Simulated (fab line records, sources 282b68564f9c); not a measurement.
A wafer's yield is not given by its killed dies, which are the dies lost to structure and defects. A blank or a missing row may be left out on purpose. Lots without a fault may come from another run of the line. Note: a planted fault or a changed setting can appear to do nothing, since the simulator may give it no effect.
Problem report, 8D (eight disciplines) form, completed by code    flow ritCmos    the parts of the form that need people (team, actions taken, sign-off) are left out

== 1. PROBLEM STATEMENT ==
REOX_OXIDE_THK at RIT_REOX_THK_MEAS_04 reads a mean of 27.6 nm on 6 wafers of 2 lots; wafers without a fault read 24.8 nm with a standard deviation of 0.59. That puts it +4.8 standard deviations away from the usual mean.
Earliest sighting: wafer L294.2 on filmMetro-02 at day 5 14:21. At this step, 42 wafers from 14 lots have a number in the record. The rule behind "out" and "out of limits": a value lying over 4 standard deviations away from the usual mean. Any other wafer with a number is counted as sound.

== 2. WHAT IT IS; WHAT IT IS NOT ==
question                     is                      is not
which readings at this step  REOX_OXIDE_THK          -
which lots                   L294, L296              L282, L283, L284, L285, L286, L287, L288, L289, L291, L295, L303, L304
which wafers of those lots   all that have a number  -
read on which gauges         filmMetro-02            filmMetro-01, filmMetro-03
when                         from day 5 14:21        up to then (27 sound wafers); but 9 sound wafers of L295, L303, L304 came after

== 3. WHAT RULES OUT EACH SUSPECT ==
Counting: any tool at a process step up to the reading is kept as a suspect provided that every lot that is out went through it and no sound lot did after the first of them.
- the gauge at RIT_REOX_THK_MEAS_04 has been ruled out. All the wafers that are out were read on filmMetro-02, but those of them that RIT_REOX_OXIDATION_03 has rows for are out there too, on other tools.
- furnace-03 at RIT_REOX_OXIDATION_03 (target thk 25.2 nm, ox time 5580 s): kept. It processed each lot that is out, first L294 at day 5 11:47, and no sound lot thereafter; up to then, the last sound lot it processed was L288 at day 4 12:20. On those wafers its own readings are out: spikeTcCentreC, spikeTcLoadC, spikeTcSourceC.
The count leaves furnace-03 at RIT_REOX_OXIDATION_03.

== 4. THE CAUSE (what the simulator had put in) ==
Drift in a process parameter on furnace-03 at RIT_REOX_OXIDATION_03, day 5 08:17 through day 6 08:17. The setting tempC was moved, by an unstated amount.
After counting, this tool was the only one left.

== 5. THE CHAIN OF EFFECTS, in route order ==
Each row: a reading where the mean over the struck wafers with a number is more than 3 standard deviations away from the usual. Scope: only readings with a usual standard deviation given in the record; hours: median across lots of the time from each lot's start at the first step in this table that gives one to its start at this step; sigmas: change in usual standard deviations.
hours  step                   reading         usual    on struck wafers  change  sigmas
0      RIT_REOX_OXIDATION_03  spikeTcCentreC  902.6 C  915.0             +12.4   +4.7
0      RIT_REOX_OXIDATION_03  spikeTcLoadC    927.8 C  939.2             +11.4   +7.1
0      RIT_REOX_OXIDATION_03  spikeTcSourceC  923.8 C  933.8             +10.0   +5.9
3      RIT_REOX_THK_MEAS_04   REOX_OXIDE_THK  24.8 nm  27.6              +2.8    +4.8
Process steps it contains:
- RIT_REOX_OXIDATION_03: target thk 25.2 nm, ox time 5580 s.
Later steps that measure or inspect, where all struck wafers having a row at the step show a number for every such reading and not one has moved that far: RIT_PLDD_TW_MEAS_10.

== 6. HOW IT WOULD HAVE BEEN CAUGHT EARLIER ==
Counted from the fault's start at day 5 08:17, it took 6 hours until the first out-of-limits reading at a measuring or inspecting step in this record, taken at day 5 14:21.
Tool's own readings at RIT_REOX_OXIDATION_03, spikeTcCentreC, spikeTcLoadC, spikeTcSourceC: out on all struck wafers the step has rows for; an alarm limit on them would have tripped on the first.
L296, from the lots that are out (2), started RIT_REOX_OXIDATION_03 on furnace-03 later than day 5 14:21. Putting the tool on hold at that point would have spared it.
